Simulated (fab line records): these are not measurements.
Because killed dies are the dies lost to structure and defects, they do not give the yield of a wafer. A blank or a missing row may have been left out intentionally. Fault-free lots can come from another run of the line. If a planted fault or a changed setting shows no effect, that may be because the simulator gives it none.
Chamber matching -- flow berkeley_cmos170 -- cmp-02 running UCB170_V2_CMP_02: 4 sister chambers
The step polishes SiO2. 8 wafers are shown with their chamber, then 8 later ones without.

== EACH WAFER AND ITS CHAMBER ==
wafer,chamber,motor_current_A (A),edge_zone_pressure_frac
L588.2,2,14.0,1.004
L590.4,2,13.9,1.002
L591.2,1,17.0,1.001
L593.2,3,15.8,1.004
L593.6,1,16.7,1.011
L595.5,0,16.6,1.002
L595.6,3,15.3,1.006
L596.1,0,16.9,1.003

== WAFERS WITHOUT THEIR CHAMBER ==
wafer,motor_current_A (A),edge_zone_pressure_frac
L596.3,14.0,1.004
L596.5,15.6,0.991
L599.2,15.9,1.001
L599.4,16.2,0.998
L599.5,16.2,0.999
L611.3,15.6,0.992
L611.5,14.8,0.997
L611.6,16.6,0.997

== WHICH CHAMBER EACH WENT THROUGH ==
wafer,from the rows above,in truth
L596.3,2,2
L596.5,3,3
L599.2,can't be placed: 3 or 0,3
L599.4,can't be placed: 0 or 3 or 1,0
L599.5,can't be placed: 0 or 3 or 1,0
L611.3,3,3
L611.5,can't be placed: 3 or 2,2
L611.6,can't be placed: 0 or 1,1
Correct placement for 3 of the 8. These rows do not allow placing 5 (true chamber among the candidates in 5). Number placed wrongly: 0.
How it was worked out, from the rows above alone: a wafer's distance from a chamber is the root of the sum, over the readings, of the square of ((its reading less the chamber's mean) divided by the reading's scatter). If the next closest chamber is less than 2 further off than the closest, the wafer can't be placed; otherwise it belongs to the closest. A chamber's mean is the mean of its shown wafers. The scatter: take each reading less its chamber's mean, square it, sum over the shown wafers, divide by the number of wafers less the number of chambers, and take the root.
